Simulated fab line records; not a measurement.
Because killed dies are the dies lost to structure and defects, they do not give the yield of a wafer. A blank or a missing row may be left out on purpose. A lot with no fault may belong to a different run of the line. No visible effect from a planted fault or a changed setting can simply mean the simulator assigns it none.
The tool behind it: which one? + flow berkeley cmos170 + 15 lots, 45 wafers sampled, at 7 steps of a route of 331

WHAT EACH GAUGE READ, for each wafer
UCB170_SACOX_THK_MEAS_02. Usual: SACOX_OXIDE_THK gives 14.72 nm (standard deviation 0.29).
| lot  | measured     | on            | SACOX_OXIDE_THK (nm) | flag |
|------|--------------|---------------|----------------------|------|
| L318 | day 6 20:29  | film metro-03 | 14.68 14.68 14.50    |      |
| L319 | day 7 07:22  | film metro-03 | 14.42 14.61 14.89    |      |
| L320 | day 7 07:22  | film metro-04 | 14.32 14.56 14.57    |      |
| L321 | day 7 15:44  | film metro-02 | 14.51 14.71 14.53    |      |
| L322 | day 8 05:26  | film metro-02 | 14.54 14.61 14.64    |      |
| L324 | day 8 05:26  | film metro-04 | 14.75 14.48 14.89    |      |
| L323 | day 8 05:27  | film metro-03 | 14.64 14.43 14.58    |      |
| L325 | day 8 05:31  | film metro-03 | 14.80 14.85 14.96    |      |
| L326 | day 8 19:02  | film metro-03 | 15.42 15.43 15.36    |      |
| L332 | day 9 07:44  | film metro-04 | 14.90 14.60 14.86    |      |
| L330 | day 9 07:47  | film metro-02 | 15.35 15.14 15.29    |      |
| L338 | day 10 07:42 | film metro-03 | 14.23 14.06 14.26    |      |
| L339 | day 10 16:25 | film metro-02 | 14.51 14.51 14.22    |      |
| L340 | day 11 04:07 | film metro-02 | 15.06 14.94 14.77    |      |
| L341 | day 11 04:07 | film metro-04 | 14.84 14.57 14.85    |      |

UCB170_PSD_CD_MEAS_06 targets a cd of 1200 nm. Usual: cd nm 1199.9 nm, standard deviation 1.7.
| lot  | measured     | on        | cd nm (nm)           | flag |
|------|--------------|-----------|----------------------|------|
| L318 | day 8 16:51  | cd sem-02 | 1199.0 1199.5 1200.7 |      |
| L319 | day 9 00:32  | cd sem-01 | 1201.9 1201.6 1201.9 |      |
| L320 | day 9 00:49  | cd sem-02 | 1200.4 1199.2 1199.7 |      |
| L321 | day 9 15:43  | cd sem-02 | 1200.0 1199.2 1199.4 |      |
| L322 | day 10 11:32 | cd sem-02 | 1197.4 1199.6 1196.8 |      |
| L324 | day 10 10:50 | cd sem-02 | 1199.5 1199.1 1199.8 |      |
| L323 | day 10 11:13 | cd sem-02 | 1201.8 1201.0 1202.7 |      |
| L325 | day 10 11:27 | cd sem-02 | 1196.9 1195.7 1197.0 |      |
| L326 | day 11 00:46 | cd sem-01 | 1201.1 1200.9 1201.8 |      |
| L332 | day 11 11:58 | cd sem-01 | 1199.3 1200.4 1201.6 |      |
| L330 | day 11 11:57 | cd sem-02 | 1201.3 1200.4 1199.2 |      |
| L338 | day 12 03:23 | cd sem-02 | 1200.2 1198.3 1199.9 |      |
| L339 | day 12 17:56 | cd sem-02 | 1197.8 1197.4 1197.3 |      |
| L340 | day 13 03:07 | cd sem-01 | 1200.5 1200.5 1200.8 |      |
| L341 | day 13 03:26 | cd sem-01 | 1200.2 1200.5 1199.3 |      |

UCB170_NSD_TW_MEAS_10. Usual: NSD_TW gives 4186 (standard deviation 23).
| lot  | measured     | on            | NSD_TW         | flag |
|------|--------------|---------------|----------------|------|
| L318 | day 8 18:55  | film metro-04 | 4155 4175 4176 |      |
| L319 | day 9 03:23  | film metro-01 | 4224 4207 4211 |      |
| L320 | day 9 03:41  | film metro-01 | 4201 4199 4205 |      |
| L321 | day 9 17:50  | film metro-03 | 4164 4179 4198 |      |
| L322 | day 10 14:13 | film metro-04 | 4158 4139 4128 |      |
| L324 | day 10 13:22 | film metro-03 | 4441 4415 4419 | OFF  |
| L323 | day 10 13:21 | film metro-01 | 4227 4204 4202 |      |
| L325 | day 10 13:55 | film metro-04 | 4160 4134 4174 |      |
| L326 | day 11 03:57 | film metro-04 | 4183 4176 4151 |      |
| L332 | day 11 16:43 | film metro-04 | 4382 4365 4382 | OFF  |
| L330 | day 11 16:55 | film metro-01 | 4435 4439 4419 | OFF  |
| L338 | day 12 05:44 | film metro-04 | 4178 4192 4188 |      |
| L339 | day 12 21:27 | film metro-01 | 4166 4179 4163 |      |
| L340 | day 13 07:11 | film metro-04 | 4194 4183 4176 |      |
| L341 | day 13 07:52 | film metro-01 | 4203 4209 4224 |      |

UCB170_SDANNEAL_RS_MEAS_03: measurement is done with a four-point probe. Usual: NSD_RS gives 37.27 ohm/sq (standard deviation 0.099).
| lot  | measured     | on            | NSD_RS (ohm/sq)   | flag |
|------|--------------|---------------|-------------------|------|
| L318 | day 8 20:09  | film metro-03 | 37.20 37.24 37.25 |      |
| L319 | day 9 04:41  | film metro-03 | 37.39 37.27 37.33 |      |
| L320 | day 9 05:08  | film metro-01 | 37.32 37.30 37.38 |      |
| L321 | day 9 19:05  | film metro-04 | 37.30 37.39 37.32 |      |
| L322 | day 10 15:43 | film metro-03 | 37.40 37.36 37.29 |      |
| L324 | day 10 14:46 | film metro-03 | 30.18 30.25 30.23 | OFF  |
| L323 | day 10 14:49 | film metro-01 | 37.15 37.15 37.18 |      |
| L325 | day 10 15:16 | film metro-04 | 37.35 37.54 37.31 |      |
| L326 | day 11 05:14 | film metro-01 | 37.21 37.13 37.27 |      |
| L332 | day 11 18:13 | film metro-01 | 30.24 30.28 30.23 | OFF  |
| L330 | day 11 18:12 | film metro-04 | 30.28 30.34 30.27 | OFF  |
| L338 | day 12 07:32 | film metro-04 | 37.38 37.26 37.41 |      |
| L339 | day 12 23:37 | film metro-04 | 37.35 37.55 37.28 |      |
| L340 | day 13 09:22 | film metro-03 | 37.23 37.28 37.24 |      |
| L341 | day 13 12:38 | film metro-01 | 37.18 37.28 37.33 |      |

UCB170_SDANNEAL_RS_MEAS_05: measurement is done with a four-point probe. Usual: NLDD_RS gives 616.5 ohm/sq (standard deviation 1.5).
| lot  | measured     | on            | NLDD_RS (ohm/sq)  | flag |
|------|--------------|---------------|-------------------|------|
| L318 | day 8 20:23  | film metro-03 | 614.3 616.9 614.7 |      |
| L319 | day 9 04:56  | film metro-03 | 615.7 615.5 614.2 |      |
| L320 | day 9 05:23  | film metro-01 | 615.4 615.5 617.0 |      |
| L321 | day 9 19:19  | film metro-04 | 617.0 615.8 617.4 |      |
| L322 | day 10 15:58 | film metro-03 | 616.9 614.3 616.9 |      |
| L324 | day 10 15:00 | film metro-03 | 617.9 616.8 615.5 |      |
| L323 | day 10 15:03 | film metro-01 | 615.7 615.9 615.6 |      |
| L325 | day 10 15:30 | film metro-04 | 617.9 616.2 617.1 |      |
| L326 | day 11 05:28 | film metro-01 | 616.5 616.4 615.0 |      |
| L332 | day 11 18:28 | film metro-01 | 616.5 617.0 618.5 |      |
| L330 | day 11 18:26 | film metro-04 | 616.1 615.1 618.2 |      |
| L338 | day 12 07:47 | film metro-04 | 617.3 617.1 618.3 |      |
| L339 | day 12 23:51 | film metro-04 | 616.5 616.7 617.7 |      |
| L340 | day 13 09:37 | film metro-03 | 617.4 614.5 615.1 |      |
| L341 | day 13 12:52 | film metro-01 | 615.8 617.1 616.2 |      |

WHICH TOOL RAN EACH LOT (tool, then ch and the chambers of the sampled wafers, then the start)
| lot  | UCB170_NSD_IMPLANT_08           | UCB170_NSD_STRIP_09                  |
|------|---------------------------------|--------------------------------------|
| L318 | implanter-01 ch 0, day 8 18:40  | plasma asher-01 ch 0,1, day 8 18:49  |
| L319 | implanter-01 ch 0, day 9 03:08  | plasma asher-02 ch 0,1, day 9 03:17  |
| L320 | implanter-03 ch 0, day 9 03:26  | plasma asher-04 ch 0,1, day 9 03:35  |
| L321 | implanter-04 ch 0, day 9 17:36  | plasma asher-01 ch 0,1, day 9 17:44  |
| L322 | implanter-01 ch 0, day 10 13:58 | plasma asher-01 ch 0,1, day 10 14:07 |
| L324 | implanter-01 ch 0, day 10 12:48 | plasma asher-02 ch 0,1, day 10 13:16 |
| L323 | implanter-04 ch 0, day 10 13:08 | plasma asher-04 ch 0,1, day 10 13:16 |
| L325 | implanter-01 ch 0, day 10 13:42 | plasma asher-02 ch 0,1, day 10 13:50 |
| L326 | implanter-03 ch 0, day 11 03:43 | plasma asher-04 ch 0,1, day 11 03:50 |
| L332 | implanter-04 ch 0, day 11 16:10 | plasma asher-01 ch 0,1, day 11 16:37 |
| L330 | implanter-01 ch 0, day 11 16:22 | plasma asher-01 ch 0, day 11 16:49   |
| L338 | implanter-03 ch 0, day 12 05:30 | plasma asher-02 ch 0,1, day 12 05:38 |
| L339 | implanter-01 ch 0, day 12 21:12 | plasma asher-04 ch 0,1, day 12 21:21 |
| L340 | implanter-03 ch 0, day 13 06:56 | plasma asher-04 ch 0,1, day 13 07:05 |
| L341 | implanter-01 ch 0, day 13 07:37 | plasma asher-01 ch 0,1, day 13 07:46 |
- UCB170_NSD_IMPLANT_08
- UCB170_NSD_STRIP_09: strips in O2.

WHAT THE TOOLS THEMSELVES READ (means of the sampled wafers that have a number; where no wafer has one, the mark that the record gives instead)
UCB170_NSD_STRIP_09. Usual: drypump motor current A 6.0 A, standard deviation 0.55; oes product au 0.534 a.u., standard deviation 0.0045; strip time to endpoint s 35.83 s, standard deviation 0.066.
| lot  | tool            | drypump motor current A (A) | oes product au (a.u.) | strip time to endpoint s (s) | flag |
|------|-----------------|-----------------------------|-----------------------|------------------------------|------|
| L318 | plasma asher-01 | 6.1                         | 0.534                 | 35.76                        |      |
| L319 | plasma asher-02 | 5.7                         | 0.536                 | 35.80                        |      |
| L320 | plasma asher-04 | 6.2                         | 0.536                 | 35.78                        |      |
| L321 | plasma asher-01 | 6.2                         | 0.539                 | 35.95                        |      |
| L322 | plasma asher-01 | 6.1                         | 0.539                 | 35.75                        |      |
| L324 | plasma asher-02 | 5.7                         | 0.482                 | 42.76                        | OFF  |
| L323 | plasma asher-04 | 5.7                         | 0.535                 | 35.84                        |      |
| L325 | plasma asher-02 | 6.2                         | 0.536                 | 35.78                        |      |
| L326 | plasma asher-04 | 5.8                         | 0.534                 | 35.84                        |      |
| L332 | plasma asher-01 | 6.2                         | 0.484                 | 42.87                        | OFF  |
| L330 | plasma asher-01 | 6.0                         | 0.480                 | 42.89                        | OFF  |
| L338 | plasma asher-02 | 6.2                         | 0.531                 | 35.85                        |      |
| L339 | plasma asher-04 | 6.2                         | 0.539                 | 35.88                        |      |
| L340 | plasma asher-04 | 6.2                         | 0.530                 | 35.72                        |      |
| L341 | plasma asher-01 | 6.1                         | 0.536                 | 35.75                        |      |

THE ANSWER, worked out from the rows above alone
Rule: take the mean of a lot's wafers that have a number; if it is more than 3 standard deviations from the usual mean, the lot is off. A lot without any number at a reading at which 4 lots or more have one is off too. All remaining lots with rows at the step are treated as sound. Order of review: gauges by route order, followed by the tools' own readings, for which a lot's mean as printed above is used. The first step at which some lot is off is used, and at that step the reading that is off furthest; a lot without a number counts as furthest.
Off: at UCB170_NSD_TW_MEAS_10 (NSD_TW), L324, L332, L330.
A tool fits if, at a process step before that reading, it ran every lot that is off, and no sound lot after the first of them. Not tried: the gauges at UCB170_NSD_TW_MEAS_10; whatever is off there is also off at UCB170_NSD_STRIP_09, on other tools, and gauge error can't account for it. Of those tried, none fits.

WHAT THE SIMULATOR PUT IN
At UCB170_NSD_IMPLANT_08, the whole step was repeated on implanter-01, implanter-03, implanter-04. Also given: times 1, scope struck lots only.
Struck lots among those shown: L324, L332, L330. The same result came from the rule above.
